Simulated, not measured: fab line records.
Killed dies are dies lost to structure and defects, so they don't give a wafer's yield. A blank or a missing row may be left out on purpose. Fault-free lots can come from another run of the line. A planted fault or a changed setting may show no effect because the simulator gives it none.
The tool behind it: which one? || flow berkeleyCmos170 || Sampling: 13 lots, 39 wafers, 6 of 331 route steps

## WHAT THE GAUGES READ, wafer by wafer
UCB170_NWELL_OVL_MEAS_12. Usual: NWELL_OVL 2 nm, standard deviation 4.8.
{"lot": "L343", "measured": "day 2 03:07", "on": "overlay-02", "NWELL_OVL (nm)": "7 -2 4", "flag": ""}
{"lot": "L344", "measured": "day 2 11:40", "on": "overlay-01", "NWELL_OVL (nm)": "2 0 -3", "flag": ""}
{"lot": "L345", "measured": "day 2 22:11", "on": "overlay-01", "NWELL_OVL (nm)": "7 6 4", "flag": ""}
{"lot": "L346", "measured": "day 3 00:46", "on": "overlay-02", "NWELL_OVL (nm)": "8 13 4", "flag": ""}
{"lot": "L350", "measured": "day 3 16:14", "on": "overlay-02", "NWELL_OVL (nm)": "0 -1 5", "flag": ""}
{"lot": "L359", "measured": "day 5 12:41", "on": "overlay-02", "NWELL_OVL (nm)": "1 4 3", "flag": ""}
{"lot": "L360", "measured": "day 5 17:11", "on": "overlay-02", "NWELL_OVL (nm)": "0 -7 -3", "flag": ""}
{"lot": "L361", "measured": "day 5 23:54", "on": "overlay-01", "NWELL_OVL (nm)": "-1 1 12", "flag": ""}
{"lot": "L362", "measured": "day 6 03:59", "on": "overlay-02", "NWELL_OVL (nm)": "3 6 0", "flag": ""}
{"lot": "L364", "measured": "day 6 12:17", "on": "overlay-01", "NWELL_OVL (nm)": "1 0 2", "flag": ""}
{"lot": "L363", "measured": "day 6 12:33", "on": "overlay-01", "NWELL_OVL (nm)": "6 7 4", "flag": ""}
{"lot": "L365", "measured": "day 6 20:41", "on": "overlay-02", "NWELL_OVL (nm)": "8 7 4", "flag": ""}
{"lot": "L366", "measured": "day 7 02:40", "on": "overlay-01", "NWELL_OVL (nm)": "6 -2 3", "flag": ""}

UCB170_PWELL_OVL_MEAS_13. Usual: PWELL_OVL -1 nm, standard deviation 6.
{"lot": "L343", "measured": "day 2 20:36", "on": "overlay-01", "PWELL_OVL (nm)": "-12 -3 0", "flag": ""}
{"lot": "L344", "measured": "day 3 07:31", "on": "overlay-01", "PWELL_OVL (nm)": "4 6 8", "flag": ""}
{"lot": "L345", "measured": "day 3 16:38", "on": "overlay-02", "PWELL_OVL (nm)": "-1 -3 -2", "flag": ""}
{"lot": "L346", "measured": "day 3 16:59", "on": "overlay-01", "PWELL_OVL (nm)": "-2 -8 4", "flag": ""}
{"lot": "L350", "measured": "day 4 07:08", "on": "overlay-02", "PWELL_OVL (nm)": "-7 -18 2", "flag": ""}
{"lot": "L359", "measured": "day 6 07:23", "on": "overlay-02", "PWELL_OVL (nm)": "-3 -4 -5", "flag": ""}
{"lot": "L360", "measured": "day 6 07:08", "on": "overlay-01", "PWELL_OVL (nm)": "2 9 -9", "flag": ""}
{"lot": "L361", "measured": "day 6 13:52", "on": "overlay-01", "PWELL_OVL (nm)": "-9 2 -2", "flag": ""}
{"lot": "L362", "measured": "day 6 21:27", "on": "overlay-01", "PWELL_OVL (nm)": "-7 -1 -8", "flag": ""}
{"lot": "L364", "measured": "day 7 05:06", "on": "overlay-01", "PWELL_OVL (nm)": "14 11 11", "flag": ""}
{"lot": "L363", "measured": "day 7 05:20", "on": "overlay-02", "PWELL_OVL (nm)": "-7 5 -4", "flag": ""}
{"lot": "L365", "measured": "day 7 14:39", "on": "overlay-02", "PWELL_OVL (nm)": "-5 3 -3", "flag": ""}
{"lot": "L366", "measured": "day 7 21:16", "on": "overlay-01", "PWELL_OVL (nm)": "-8 0 -2", "flag": ""}

UCB170_PFIELD_TW_MEAS_09. Usual: PFIELD_TW 601, standard deviation 5.7.
{"lot": "L343", "measured": "day 3 23:17", "on": "filmMetro-04", "PFIELD_TW": "601 598 596", "flag": ""}
{"lot": "L344", "measured": "day 4 08:14", "on": "filmMetro-02", "PFIELD_TW": "607 608 608", "flag": ""}
{"lot": "L345", "measured": "day 4 22:14", "on": "filmMetro-02", "PFIELD_TW": "609 608 609", "flag": ""}
{"lot": "L346", "measured": "day 4 21:59", "on": "filmMetro-04", "PFIELD_TW": "595 597 600", "flag": ""}
{"lot": "L350", "measured": "day 5 13:10", "on": "filmMetro-04", "PFIELD_TW": "594 595 596", "flag": ""}
{"lot": "L359", "measured": "day 7 16:04", "on": "filmMetro-03", "PFIELD_TW": "604 600 599", "flag": ""}
{"lot": "L360", "measured": "day 7 16:17", "on": "filmMetro-04", "PFIELD_TW": "591 591 590", "flag": ""}
{"lot": "L361", "measured": "day 8 01:11", "on": "filmMetro-03", "PFIELD_TW": "603 603 603", "flag": ""}
{"lot": "L362", "measured": "day 8 01:26", "on": "filmMetro-03", "PFIELD_TW": "606 603 602", "flag": ""}
{"lot": "L364", "measured": "day 8 12:22", "on": "filmMetro-03", "PFIELD_TW": "603 603 601", "flag": ""}
{"lot": "L363", "measured": "day 8 12:41", "on": "filmMetro-02", "PFIELD_TW": "608 616 612", "flag": ""}
{"lot": "L365", "measured": "day 8 21:49", "on": "filmMetro-04", "PFIELD_TW": "598 597 597", "flag": ""}
{"lot": "L366", "measured": "day 9 09:31", "on": "filmMetro-03", "PFIELD_TW": "604 600 601", "flag": ""}

UCB170_NVT_OVL_MEAS_06. Usual: NVT_OVL -2 nm, standard deviation 5.9.
{"lot": "L343", "measured": "day 5 00:50", "on": "overlay-02", "NVT_OVL (nm)": "-1 -11 0", "flag": ""}
{"lot": "L344", "measured": "day 5 10:42", "on": "overlay-02", "NVT_OVL (nm)": "-18 -9 -7", "flag": ""}
{"lot": "L345", "measured": "day 6 01:04", "on": "overlay-01", "NVT_OVL (nm)": "0 2 0", "flag": ""}
{"lot": "L346", "measured": "day 5 23:59", "on": "overlay-02", "NVT_OVL (nm)": "-3 -3 -10", "flag": ""}
{"lot": "L350", "measured": "day 6 11:43", "on": "overlay-02", "NVT_OVL (nm)": "- - -", "flag": "OFF"}
{"lot": "L359", "measured": "day 9 01:11", "on": "overlay-02", "NVT_OVL (nm)": "-6 1 -6", "flag": ""}
{"lot": "L360", "measured": "day 9 00:55", "on": "overlay-02", "NVT_OVL (nm)": "9 8 9", "flag": ""}
{"lot": "L361", "measured": "day 9 06:50", "on": "overlay-01", "NVT_OVL (nm)": "-12 -6 -9", "flag": ""}
{"lot": "L362", "measured": "day 9 07:10", "on": "overlay-02", "NVT_OVL (nm)": "3 -1 5", "flag": ""}
{"lot": "L364", "measured": "day 9 17:45", "on": "overlay-02", "NVT_OVL (nm)": "-7 -5 -2", "flag": ""}
{"lot": "L363", "measured": "day 9 17:28", "on": "overlay-02", "NVT_OVL (nm)": "0 6 -7", "flag": ""}
{"lot": "L365", "measured": "day 10 03:29", "on": "overlay-01", "NVT_OVL (nm)": "-5 -9 -5", "flag": ""}
{"lot": "L366", "measured": "day 10 19:34", "on": "overlay-02", "NVT_OVL (nm)": "12 8 2", "flag": ""}

UCB170_NVT_TW_MEAS_09. Usual: NVT_TW 523, standard deviation 4.7.
{"lot": "L343", "measured": "day 5 01:07", "on": "filmMetro-03", "NVT_TW": "519 518 521", "flag": ""}
{"lot": "L344", "measured": "day 5 10:59", "on": "filmMetro-04", "NVT_TW": "515 517 514", "flag": ""}
{"lot": "L345", "measured": "day 6 01:21", "on": "filmMetro-02", "NVT_TW": "523 526 526", "flag": ""}
{"lot": "L346", "measured": "day 6 00:17", "on": "filmMetro-03", "NVT_TW": "520 520 520", "flag": ""}
{"lot": "L350", "measured": "day 6 12:01", "on": "filmMetro-04", "NVT_TW": "30 30 30", "flag": "OFF"}
{"lot": "L359", "measured": "day 9 01:29", "on": "filmMetro-02", "NVT_TW": "527 526 526", "flag": ""}
{"lot": "L360", "measured": "day 9 01:11", "on": "filmMetro-03", "NVT_TW": "523 518 522", "flag": ""}
{"lot": "L361", "measured": "day 9 07:08", "on": "filmMetro-03", "NVT_TW": "520 518 518", "flag": ""}
{"lot": "L362", "measured": "day 9 07:27", "on": "filmMetro-02", "NVT_TW": "529 525 528", "flag": ""}
{"lot": "L364", "measured": "day 9 18:02", "on": "filmMetro-02", "NVT_TW": "527 529 526", "flag": ""}
{"lot": "L363", "measured": "day 9 17:46", "on": "filmMetro-02", "NVT_TW": "529 529 526", "flag": ""}
{"lot": "L365", "measured": "day 10 03:46", "on": "filmMetro-03", "NVT_TW": "520 519 521", "flag": ""}
{"lot": "L366", "measured": "day 10 19:52", "on": "filmMetro-02", "NVT_TW": "531 530 526", "flag": ""}

## WHAT TOOL EACH LOT RAN ON (gives the tool, then ch and the chambers of the sampled wafers, and finally the start)
{"lot": "L343", "UCB170_NVT_EXPOSE_03": "krfScanner-02 ch 0, day 5 00:26"}
{"lot": "L344", "UCB170_NVT_EXPOSE_03": "krfScanner-01 ch 0, day 5 10:16"}
{"lot": "L345", "UCB170_NVT_EXPOSE_03": "krfScanner-01 ch 0, day 5 23:59"}
{"lot": "L346", "UCB170_NVT_EXPOSE_03": "krfScanner-01 ch 0, day 5 23:26"}
{"lot": "L350", "UCB170_NVT_EXPOSE_03": "krfScanner-01 ch 0, day 6 11:10"}
{"lot": "L359", "UCB170_NVT_EXPOSE_03": "krfScanner-01 ch 0, day 9 00:47"}
{"lot": "L360", "UCB170_NVT_EXPOSE_03": "krfScanner-02 ch 0, day 9 00:31"}
{"lot": "L361", "UCB170_NVT_EXPOSE_03": "krfScanner-01 ch 0, day 9 06:28"}
{"lot": "L362", "UCB170_NVT_EXPOSE_03": "krfScanner-02 ch 0, day 9 06:47"}
{"lot": "L364", "UCB170_NVT_EXPOSE_03": "krfScanner-01 ch 0, day 9 17:20"}
{"lot": "L363", "UCB170_NVT_EXPOSE_03": "krfScanner-02 ch 0, day 9 17:05"}
{"lot": "L365", "UCB170_NVT_EXPOSE_03": "krfScanner-01 ch 0, day 10 03:05"}
{"lot": "L366", "UCB170_NVT_EXPOSE_03": "krfScanner-02 ch 0, day 10 18:54"}
- UCB170_NVT_EXPOSE_03: exposes mask PWELL, target cd 3000 nm.

## AS READ BY THE TOOLS THEMSELVES (means over the sampled wafers that have a number; for cases with no such wafer, the mark the record gives instead)
UCB170_NVT_EXPOSE_03. Usual: exposureDoseMJCm2 30.009, standard deviation 0.029; reticleTempC 22.98 C, standard deviation 0.1.
{"lot": "L343", "tool": "krfScanner-02", "exposureDoseMJCm2": 30.044, "reticleTempC (C)": 23.05, "flag": ""}
{"lot": "L344", "tool": "krfScanner-01", "exposureDoseMJCm2": 30.016, "reticleTempC (C)": 22.98, "flag": ""}
{"lot": "L345", "tool": "krfScanner-01", "exposureDoseMJCm2": 29.950, "reticleTempC (C)": 22.96, "flag": ""}
{"lot": "L346", "tool": "krfScanner-01", "exposureDoseMJCm2": 29.993, "reticleTempC (C)": 22.88, "flag": ""}
{"lot": "L350", "tool": "krfScanner-01", "exposureDoseMJCm2": 29.967, "reticleTempC (C)": 22.88, "flag": ""}
{"lot": "L359", "tool": "krfScanner-01", "exposureDoseMJCm2": 29.992, "reticleTempC (C)": 23.06, "flag": ""}
{"lot": "L360", "tool": "krfScanner-02", "exposureDoseMJCm2": 29.985, "reticleTempC (C)": 22.98, "flag": ""}
{"lot": "L361", "tool": "krfScanner-01", "exposureDoseMJCm2": 29.983, "reticleTempC (C)": 23.12, "flag": ""}
{"lot": "L362", "tool": "krfScanner-02", "exposureDoseMJCm2": 30.013, "reticleTempC (C)": 23.01, "flag": ""}
{"lot": "L364", "tool": "krfScanner-01", "exposureDoseMJCm2": 29.989, "reticleTempC (C)": 23.08, "flag": ""}
{"lot": "L363", "tool": "krfScanner-02", "exposureDoseMJCm2": 30.006, "reticleTempC (C)": 22.93, "flag": ""}
{"lot": "L365", "tool": "krfScanner-01", "exposureDoseMJCm2": 29.985, "reticleTempC (C)": 23.06, "flag": ""}
{"lot": "L366", "tool": "krfScanner-02", "exposureDoseMJCm2": 30.018, "reticleTempC (C)": 22.95, "flag": ""}

## THE ANSWER, worked out from the rows above alone
Rule: take the mean of a lot's wafers that have a number; if it is more than 3 standard deviations from the usual mean, the lot is off. A lot without any number at a reading at which 4 lots or more have one is off too. Any other lot the step has rows for is counted as sound. First the gauges in route order, then the tools' own readings, where a lot's mean is used as printed above. The first step at which some lot is off is used, and at that step the reading that is off furthest; a lot without a number counts as furthest.
Off: L350, seen at UCB170_NVT_OVL_MEAS_06 (NVT_OVL). Without a number there: L350.
If a tool, at a process step before that reading, ran all the lots that are off and no sound lot after the first of them, it fits. The gauges at UCB170_NVT_OVL_MEAS_06 aren't tried: what is off there is off at UCB170_NVT_TW_MEAS_09 too, on other tools, and a gauge's error can't cause that. None of those tried fits.

## WHAT WAS PUT IN BY THE SIMULATOR
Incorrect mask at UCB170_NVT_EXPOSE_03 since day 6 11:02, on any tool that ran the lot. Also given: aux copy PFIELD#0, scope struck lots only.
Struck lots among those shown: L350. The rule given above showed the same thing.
